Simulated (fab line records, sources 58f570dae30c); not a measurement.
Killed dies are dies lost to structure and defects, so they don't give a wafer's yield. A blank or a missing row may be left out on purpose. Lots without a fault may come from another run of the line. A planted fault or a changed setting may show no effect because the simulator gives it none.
Split-lot experiment | flow berkeley_cmos170 | 5 lots, 23 wafers read, on a route of 331 steps

THE SPLIT
At UCB170_START_OXIDATION_02 (target thk 20 nm, ox time 1800 s), the setting ox_time_s was moved away from the recipe's 1800 s on 15 of the 23 wafers read, by -11.7% to +11.6%. The other wafers ran this setting at the recipe's value.

The file shows no step between the split and the reading.

THE READING
START_OXIDE_THK, in nm, at UCB170_START_THK_MEAS_03. Fault-free wafers of this fab line usually give 20.1 nm, standard deviation 0.4 nm.

wafer  | tool, chamber at the split | ox_time_s as run, s | against the recipe | START_OXIDE_THK, nm | against lot-mates on the recipe
L074.1 | -, -                       | 1800                | recipe             | 19.9                | -
L074.2 | -, -                       | 1800                | recipe             | 20.2                | -
L074.3 | -, -                       | 1800                | recipe             | 19.9                | -
L074.5 | -, -                       | 1800                | recipe             | 20.0                | -
L074.6 | -, -                       | 1800                | recipe             | 19.8                | -
L075.1 | -, -                       | 2009                | +11.6%             | 21.8                | no lot-mate on the recipe
L075.2 | -, -                       | 2009                | +11.6%             | 20.9                | no lot-mate on the recipe
L075.4 | -, -                       | 2009                | +11.6%             | 21.5                | no lot-mate on the recipe
L075.5 | -, -                       | 2009                | +11.6%             | 21.2                | no lot-mate on the recipe
L075.6 | -, -                       | 2009                | +11.6%             | 21.4                | no lot-mate on the recipe
L079.2 | furnace-01, 0              | 1800                | recipe             | 20.4                | -
L079.3 | furnace-01, 0              | 1800                | recipe             | 20.3                | -
L079.4 | furnace-01, 0              | 1800                | recipe             | 20.2                | -
L081.1 | -, -                       | 1959                | +8.8%              | 21.6                | no lot-mate on the recipe
L081.2 | -, -                       | 1959                | +8.8%              | 21.9                | no lot-mate on the recipe
L081.3 | -, -                       | 1959                | +8.8%              | 21.8                | no lot-mate on the recipe
L081.4 | -, -                       | 1959                | +8.8%              | 21.4                | no lot-mate on the recipe
L081.6 | -, -                       | 1959                | +8.8%              | 21.6                | no lot-mate on the recipe
L082.1 | -, -                       | 1589                | -11.7%             | 18.8                | no lot-mate on the recipe
L082.2 | -, -                       | 1589                | -11.7%             | 18.6                | no lot-mate on the recipe
L082.3 | -, -                       | 1589                | -11.7%             | 18.9                | no lot-mate on the recipe
L082.4 | -, -                       | 1589                | -11.7%             | 18.7                | no lot-mate on the recipe
L082.6 | -, -                       | 1589                | -11.7%             | 18.8                | no lot-mate on the recipe

THE FIT
A straight line over all 23 wafers: START_OXIDE_THK changes by +0.124 nm for each +1% of ox_time_s; r = +0.96; the points scatter about the line by 0.32 nm.
Too few moved wafers have a lot-mate on the recipe to fit a line with each lot's own level taken away.

THE WHOLE CHAIN: every reading that the file lists as answering this split, in the file's order
step                      | what it does                     | reading                                                                            | change (the file's fit)               | r (the file's)
UCB170_START_OXIDATION_02 | target thk 20 nm, ox time 1800 s | SiO2_of_START_OXIDATION_02.thk_nm (the simulator's own value, which no gauge read) | +0.125 nm for each +1% of the setting | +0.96
UCB170_START_THK_MEAS_03  |                                  | START_OXIDE_THK                                                                    | +0.124 for each +1% of the setting    | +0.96

THE FILE'S OWN FIT
START_OXIDE_THK changes by +0.124 nm for each +1% of ox_time_s, r = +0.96.
